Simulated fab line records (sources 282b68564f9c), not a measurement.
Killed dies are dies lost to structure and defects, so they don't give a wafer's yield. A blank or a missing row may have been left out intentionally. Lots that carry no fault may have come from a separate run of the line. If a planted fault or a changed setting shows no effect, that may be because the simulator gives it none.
Chamber matching :: flow rit cmos :: RIT_GATE_ETCH_19 on rie si-02 has 4 sister chambers
The step etches poly-Si in SF6/CHF3/O2, stops on SiO2, time 165 s, target depth 312.5 nm. 8 wafers are shown with their chamber, then 7 later ones without.

== WAFERS, EACH WITH ITS CHAMBER ==
wafer: L378.3
chamber: 0
drypump motor current A (A): 5.2
throttle valve pct (%): 10.13

wafer: L380.2
chamber: 3
drypump motor current A (A): 5.3
throttle valve pct (%): 10.18

wafer: L380.6
chamber: 2
drypump motor current A (A): 5.4
throttle valve pct (%): 10.32

wafer: L382.4
chamber: 3
drypump motor current A (A): 5.3
throttle valve pct (%): 10.18

wafer: L382.5
chamber: 0
drypump motor current A (A): 5.2
throttle valve pct (%): 10.11

wafer: L384.3
chamber: 2
drypump motor current A (A): 5.5
throttle valve pct (%): 10.32

wafer: L384.6
chamber: 1
drypump motor current A (A): 5.6
throttle valve pct (%): 10.21

wafer: L390.4
chamber: 1
drypump motor current A (A): 5.6
throttle valve pct (%): 10.23

== WAFERS WITH NO CHAMBER GIVEN ==
wafer: L390.5
drypump motor current A (A): 5.6
throttle valve pct (%): 10.21

wafer: L395.4
drypump motor current A (A): 5.4
throttle valve pct (%): 10.31

wafer: L395.5
drypump motor current A (A): 5.2
throttle valve pct (%): 10.11

wafer: L395.6
drypump motor current A (A): 5.3
throttle valve pct (%): 10.20

wafer: L396.2
drypump motor current A (A): 5.4
throttle valve pct (%): 10.32

wafer: L396.3
drypump motor current A (A): 5.2
throttle valve pct (%): 10.10

wafer: L396.4
drypump motor current A (A): 5.6
throttle valve pct (%): 10.22

== EACH ONE'S CHAMBER ==
wafer: L390.5
from the rows above: 1
in truth: 1

wafer: L395.4
from the rows above: 2
in truth: 2

wafer: L395.5
from the rows above: 0
in truth: 0

wafer: L395.6
from the rows above: 3
in truth: 3

wafer: L396.2
from the rows above: 2
in truth: 2

wafer: L396.3
from the rows above: 0
in truth: 0

wafer: L396.4
from the rows above: 1
in truth: 1
Correctly placed: 7 of 7. Can't be placed from these rows: 0. Wrongly placed: 0.
How it was worked out, from the rows above alone: a wafer's distance from a chamber is the root of the sum, over the readings, of the square of ((its reading less the chamber's mean) divided by the reading's scatter). If the next closest chamber is less than 2 further off than the closest, the wafer can't be placed; otherwise it belongs to the closest. For every chamber, the mean is computed from those of its wafers that are shown. How the scatter is found: for the shown wafers, subtract from each reading the mean of its chamber, square and add these, divide the total by (wafers less chambers), then take the root.
